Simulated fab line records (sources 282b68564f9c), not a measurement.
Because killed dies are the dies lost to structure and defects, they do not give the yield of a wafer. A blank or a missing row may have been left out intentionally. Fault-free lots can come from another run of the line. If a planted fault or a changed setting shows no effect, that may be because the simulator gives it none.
Split-lot trial ; flow rit-cmos ; 23 wafers read across 5 lots, on a route 202 steps long

== THE SPLIT ITSELF ==
At RIT_ACTIVE_CVD_03 (deposits Si3N4 from SiH2Cl2/NH3, target thk 150 nm, time 1500 s), the setting time-s was moved away from the recipe's 1500 s on 20 of the 23 wafers read, by -14.6% to +7.1%. All remaining wafers had this setting at the recipe value.

Between the split and the reading, the file records no step.

== THE READING ==
ACTIVE_NITRIDE_THK in nanometres, read at RIT_ACTIVE_THK_MEAS_04. Typical for fault-free wafers on this fab line: 149.6 nm, with standard deviation 1.3 nm.

wafer;tool, chamber at the split;time-s as run, s;against the recipe;ACTIVE_NITRIDE_THK, nm;against lot-mates on the recipe
L075.1;-, -;1590;+6.0%;158.4;no lot-mate on the recipe
L075.3;-, -;1590;+6.0%;159.3;no lot-mate on the recipe
L075.4;-, -;1590;+6.0%;158.9;no lot-mate on the recipe
L075.5;-, -;1590;+6.0%;158.8;no lot-mate on the recipe
L075.6;-, -;1590;+6.0%;158.3;no lot-mate on the recipe
L076.1;-, -;1607;+7.1%;160.0;no lot-mate on the recipe
L076.2;-, -;1607;+7.1%;159.4;no lot-mate on the recipe
L076.3;-, -;1607;+7.1%;160.2;no lot-mate on the recipe
L076.4;-, -;1607;+7.1%;159.2;no lot-mate on the recipe
L076.5;-, -;1607;+7.1%;159.1;no lot-mate on the recipe
L079.1;-, -;1281;-14.6%;127.6;no lot-mate on the recipe
L079.2;-, -;1281;-14.6%;128.3;no lot-mate on the recipe
L079.3;-, -;1281;-14.6%;127.4;no lot-mate on the recipe
L079.5;-, -;1281;-14.6%;127.6;no lot-mate on the recipe
L079.6;-, -;1281;-14.6%;126.7;no lot-mate on the recipe
L082.1;-, -;1315;-12.3%;131.1;no lot-mate on the recipe
L082.2;-, -;1315;-12.3%;130.2;no lot-mate on the recipe
L082.3;-, -;1315;-12.3%;131.2;no lot-mate on the recipe
L082.4;-, -;1315;-12.3%;130.0;no lot-mate on the recipe
L082.6;-, -;1315;-12.3%;130.2;no lot-mate on the recipe
L085.1;lpcvd-02, 0;1500;recipe;146.3;-
L085.5;lpcvd-02, 0;1500;recipe;147.4;-
L085.6;lpcvd-02, 0;1500;recipe;147.0;-

FIT RESULTS
A straight line over all 23 wafers: ACTIVE_NITRIDE_THK changes by +1.49 nm for each +1% of time-s; r = +1.00; the points scatter about the line by 1 nm.
Too few moved wafers with a lot-mate on the recipe to fit a line net of each lot's own level.

== THE WHOLE CHAIN: every reading that the file lists as answering this split, in the file's order ==
step;what it does;reading;change (the file's fit);r (the file's)
RIT_ACTIVE_CVD_03;deposits Si3N4 from SiH2Cl2/NH3, target thk 150 nm, time 1500 s;Si3N4_of_ACTIVE_CVD_03.thk-nm (the simulator's own value, which no gauge read);+1.49 nm for each +1% of the setting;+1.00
RIT_ACTIVE_THK_MEAS_04;;ACTIVE_NITRIDE_THK;+1.49 for each +1% of the setting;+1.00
RIT_ACTIVE_ETCH_13;etches Si3N4 in SF6, stops on SiO2, time 210 s, target depth 210 nm;etch.depth-nm (the simulator's own value, which no gauge read);+1.47 nm for each +1% of the setting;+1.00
RIT_ACTIVE_ETCH_13;etches Si3N4 in SF6, stops on SiO2, time 210 s, target depth 210 nm;ACTIVE.feature-depth-nm (the simulator's own value, which no gauge read);+1.49 nm for each +1% of the setting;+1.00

== FILE'S OWN FIT ==
ACTIVE_NITRIDE_THK changes by +1.49 nm for each +1% of time-s, r = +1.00.
